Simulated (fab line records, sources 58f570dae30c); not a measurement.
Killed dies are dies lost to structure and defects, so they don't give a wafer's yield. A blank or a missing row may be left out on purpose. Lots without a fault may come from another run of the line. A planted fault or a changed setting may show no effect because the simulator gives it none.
Split-lot experiment | flow berkeley_cmos170 | 5 lots, 23 wafers read, on a route of 331 steps

THE SPLIT
At UCB170_M3_EXPOSE_12 (exposes mask METAL3, target cd 700 nm), the setting dose_mj was moved away from the recipe's 26 on 10 of the 23 wafers read, by -5.0% to +7.4%. The other wafers ran this setting at the recipe's value.

FROM THE SPLIT TO THE READING: what the file shows between them, 2 steps
- UCB170_M3_PEB_13
- UCB170_M3_DEVELOP_14: develop time 45 s

THE READING
cd_nm, in nm, at UCB170_M3_CD_MEAS_15 (target cd 700 nm). Fault-free wafers of this fab line usually give 700.5 nm, standard deviation 1.3 nm.

wafer  | tool, chamber at the split | dose_mj as run | against the recipe | cd_nm, nm | against lot-mates on the recipe
L074.1 | krf_scanner-01, 0          | 26             | recipe             | 699.1     | -
L074.2 | krf_scanner-01, 0          | 27.93          | +7.4%              | 687.6     | -11.9
L074.3 | krf_scanner-01, 0          | 26             | recipe             | 699.8     | -
L074.5 | krf_scanner-01, 0          | 27.93          | +7.4%              | 687.5     | -12.0
L074.6 | krf_scanner-01, 0          | 26             | recipe             | 699.6     | -
L076.4 | krf_scanner-02, 0          | 26             | recipe             | 701.0     | -
L076.5 | krf_scanner-02, 0          | 26             | recipe             | 703.6     | -
L076.6 | krf_scanner-02, 0          | 26             | recipe             | 700.7     | -
L077.1 | krf_scanner-02, 0          | 26.78          | +3.0%              | 695.0     | -6.0
L077.2 | krf_scanner-02, 0          | 26.78          | +3.0%              | 695.2     | -5.8
L077.3 | krf_scanner-02, 0          | 26.78          | +3.0%              | 695.2     | -5.8
L077.4 | krf_scanner-02, 0          | 26             | recipe             | 700.8     | -
L077.6 | krf_scanner-02, 0          | 26             | recipe             | 701.1     | -
L078.1 | krf_scanner-02, 0          | 26             | recipe             | 701.0     | -
L078.2 | krf_scanner-02, 0          | 27.83          | +7.0%              | 688.5     | -12.2
L078.3 | krf_scanner-02, 0          | 27.83          | +7.0%              | 688.5     | -12.2
L078.4 | krf_scanner-02, 0          | 26             | recipe             | 700.9     | -
L078.6 | krf_scanner-02, 0          | 26             | recipe             | 700.3     | -
L082.1 | krf_scanner-01, 0          | 24.69          | -5.0%              | 709.8     | +10.2
L082.2 | krf_scanner-01, 0          | 24.69          | -5.0%              | 708.9     | +9.3
L082.3 | krf_scanner-01, 0          | 26             | recipe             | 699.8     | -
L082.4 | krf_scanner-01, 0          | 26             | recipe             | 699.4     | -
L082.6 | krf_scanner-01, 0          | 24.69          | -5.0%              | 709.0     | +9.4

THE FIT
A straight line over all 23 wafers: cd_nm changes by -1.73 nm for each +1% of dose_mj; r = -0.99; the points scatter about the line by 0.89 nm.
The same after taking each lot's own level away (the mean of its wafers on the recipe; 23 wafers): -1.76 nm for each +1%; r = -0.99; scatter 0.72 nm.
On that fit, the largest move of dose_mj shifts the reading by 13 nm.
The lots' own levels span 699.50 to 701.77 nm, that is 1.7 times the standard deviation above.
So the lot-to-lot level changes the slope little: the two slopes agree.
Check: with one of the wafers moved furthest among these (+7.4%) left out of the fit, the line predicts -13.2 nm for it against its lot-mates. It came out at -11.9 nm against them.

OTHER SPLITS ON THESE WAFERS
These wafers also went through other splits before the reading. Each is held against what the fit with the lots' levels taken away leaves over:
other split on the same wafers      | wafers away from the commonest value | r with cd_nm (lot level and that fit taken away)
UCB170_M2_SPUTTER_01 power_w        | 7                                    | +0.11
UCB170_M2_PEB_13 peb_temp_c         | 9                                    | -0.46
UCB170_V2_DEVELOP_11 develop_time_s | 6                                    | -0.11

THE WHOLE CHAIN: every reading that the file lists as answering this split, in the file's order
step                 | what it does         | reading                                                   | change (the file's fit)              | r (the file's)
UCB170_M3_CD_MEAS_15 | target cd 700 nm     | cd_nm                                                     | -1.73 nm for each +1% of the setting | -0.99
UCB170_M3_ETCH_17    | etches BARC in N2/H2 | M3.cd_nm (the simulator's own value, which no gauge read) | -1.72 nm for each +1% of the setting | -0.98

THE FILE'S OWN FIT
cd_nm changes by -1.73 nm for each +1% of dose_mj, r = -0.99.
